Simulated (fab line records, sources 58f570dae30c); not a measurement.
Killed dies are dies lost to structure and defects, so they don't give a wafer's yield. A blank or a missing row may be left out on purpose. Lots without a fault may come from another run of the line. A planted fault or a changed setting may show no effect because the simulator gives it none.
A struck lot beside a sound one | flow berkeley_cmos170 | 44 steps out of a route of 331
Sound: wafers L441.2, L441.5, L441.6. Struck: wafers L454.1, L454.3, L454.6. The cause comes at the end.
At each step with rows: each side's tool, then ch and its chambers, then its first start. Under that, the readings that differ: sound wafers | struck wafers | difference of the means | sigmas: that difference in standard deviations of wafers without a fault.
alike: readings whose means differ by less than 2 such deviations, and words and numbers that are the same on both sides. not compared: withheld readings, readings that some wafer has no value for, bounds like >300 that may hide the same value, and numbers for which the record gives no deviation and whose values overlap.
The two part at a step that has a row with sigmas, a row that says differs or no value, or rows on one side only. Numbers that don't overlap but have no deviation are shown without sigmas and don't part them. A reading that every wafer of one side lacks parts them only if that side has two wafers or more.

UCB170_PLDD_STRIP_10: strips in O2.
  sound on plasma_asher-04 ch 0,1, day 8 00:49; struck on plasma_asher-03 ch 0,1, day 11 02:52
  alike: drypump_motor_current_A, oes_product_au, strip_time_to_endpoint_s
  not compared: rf_hours_counter_h
UCB170_PLDD_TW_MEAS_11:
  sound on film_metro-04, day 8 00:56; struck on film_metro-02, day 11 02:58
  alike: PLDD_TW
then, 7 steps without rows for these wafers: UCB170_PLDD_CLEAN_12 (cleans in SPM, time 600 s); UCB170_NLDD_HMDS_00 (prime time 60 s); UCB170_NLDD_COAT_01 (resist thk 900 nm); UCB170_NLDD_SOFTBAKE_02 (time 60 s); UCB170_NLDD_EXPOSE_03 (exposes mask NSELECT, target cd 1200 nm); UCB170_NLDD_PEB_04; UCB170_NLDD_DEVELOP_05 (develop time 45 s).
UCB170_NLDD_CD_MEAS_06: target cd 1200 nm.
  sound on cd_sem-02, day 8 03:29; struck on cd_sem-01, day 11 04:56
  alike: cd_nm
UCB170_NLDD_OVL_MEAS_07:
  sound on overlay-02, day 8 03:35; struck on overlay-01, day 11 05:04
  alike: NLDD_OVL
then, 1 step without rows for these wafers: UCB170_NLDD_IMPLANT_08.
UCB170_NLDD_IMPLANT_09:
  sound on implanter-03 ch 0, day 8 03:49; struck on implanter-02 ch 0, day 11 05:15
  reading       | sound                         | struck                        | difference | sigmas
  dose_ions_cm2 | 5.011e+13 5.001e+13 5.003e+13 | 5.115e+13 5.114e+13 5.112e+13 | +1.087e+12 | +22
UCB170_NLDD_STRIP_10: strips in O2.
  sound on plasma_asher-03 ch 0,1, day 8 03:57; struck on plasma_asher-03 ch 0,1, day 11 05:24
  alike: drypump_motor_current_A, oes_product_au, strip_time_to_endpoint_s
  not compared: rf_hours_counter_h
UCB170_NLDD_TW_MEAS_11:
  sound on film_metro-04, day 8 04:03; struck on film_metro-02, day 11 05:30
  alike: NLDD_TW
then, 1 step without rows for these wafers: UCB170_NLDD_CLEAN_12 (cleans in SPM, time 600 s).
UCB170_SPACER_CVD_00: deposits SiO2 from TEOS/O2, target thk 376 nm, time 47 s.
  sound on pecvd-04 ch 0,2, day 8 04:25; struck on pecvd-02 ch 0,2, day 11 05:44
  alike: heater_power_w, pressure_mtorr
UCB170_SPACER_THK_MEAS_01:
  sound on film_metro-01, day 8 04:28; struck on film_metro-01, day 11 05:46
  alike: SPACER_TEOS_THK
then, 1 step without rows for these wafers: UCB170_SPACER_ANNEAL_02 (time 1800 s).
UCB170_SPACER_ETCHBACK_03: etches SiO2 in CHF3/CF4/Ar, stops on Si, target depth 376 nm, time 100 s.
  sound on rie_diel-03 ch 0,1, day 8 11:13; struck on rie_diel-04 ch 0,1, day 11 10:47
  reading                     | sound       | struck      | difference | sigmas
  drypump_motor_current_A (A) | 6.5 6.5 6.0 | 5.2 5.3 5.2 | -1.1       | -2
  alike: oes_product_au, throttle_valve_pct
  not compared: rf_hours_counter_h
then, 6 steps without rows for these wafers: UCB170_PSD_HMDS_00 (prime time 60 s); UCB170_PSD_COAT_01 (resist thk 900 nm); UCB170_PSD_SOFTBAKE_02 (time 60 s); UCB170_PSD_EXPOSE_03 (exposes mask PSELECT MOD, target cd 1200 nm); UCB170_PSD_PEB_04; UCB170_PSD_DEVELOP_05 (develop time 45 s).
UCB170_PSD_CD_MEAS_06: target cd 1200 nm.
  sound on cd_sem-02, day 8 13:11; struck on cd_sem-01, day 11 12:28
  alike: cd_nm
UCB170_PSD_OVL_MEAS_07:
  sound on overlay-01, day 8 13:17; struck on overlay-01, day 11 12:35
  alike: PSD_OVL
then, 1 step without rows for these wafers: UCB170_PSD_IMPLANT_08.
UCB170_PSD_STRIP_09: strips in O2.
  sound on plasma_asher-01 ch 0,1, day 8 13:28; struck on plasma_asher-02 ch 0,1, day 11 12:46
  alike: drypump_motor_current_A, oes_product_au, strip_time_to_endpoint_s
  not compared: rf_hours_counter_h
UCB170_PSD_TW_MEAS_10:
  sound on film_metro-01, day 8 13:34; struck on film_metro-01, day 11 12:52
  alike: PSD_TW
then, 7 steps without rows for these wafers: UCB170_PSD_CLEAN_11 (cleans in SPM, time 600 s); UCB170_NSD_HMDS_00 (prime time 60 s); UCB170_NSD_COAT_01 (resist thk 900 nm); UCB170_NSD_SOFTBAKE_02 (time 60 s); UCB170_NSD_EXPOSE_03 (exposes mask NSELECT MOD, target cd 1200 nm); UCB170_NSD_PEB_04; UCB170_NSD_DEVELOP_05 (develop time 45 s).
UCB170_NSD_CD_MEAS_06: target cd 1200 nm.
  sound on cd_sem-02, day 8 15:08; struck on cd_sem-02, day 11 15:53
  alike: cd_nm
UCB170_NSD_OVL_MEAS_07:
  sound on overlay-02, day 8 15:15; struck on overlay-02, day 11 16:01
  alike: NSD_OVL
then, 2 steps without rows for these wafers: UCB170_NSD_IMPLANT_08; UCB170_NSD_STRIP_09 (strips in O2).
UCB170_SDANNEAL_RS_MEAS_05: measures by four-point-probe.
  sound on film_metro-01, day 8 18:11; struck on film_metro-01, day 11 17:44
  reading          | sound             | struck            | difference | sigmas
  NLDD_RS (ohm/sq) | 614.2 616.3 616.2 | 611.6 610.5 611.0 | -4.5       | -3
UCB170_M3_PROBE_99:
  the record has rows for the sound wafers here (prober-01, day 9 15:59) and none for the struck ones

WHERE THEY PART
First at UCB170_NLDD_IMPLANT_09; last, within this record, at UCB170_M3_PROBE_99.

WHY: what the simulator had put in
Process parameter drift: implanter-02, from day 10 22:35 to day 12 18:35, at UCB170_NLDD_IMPLANT_09. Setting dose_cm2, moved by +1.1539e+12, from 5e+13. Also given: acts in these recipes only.
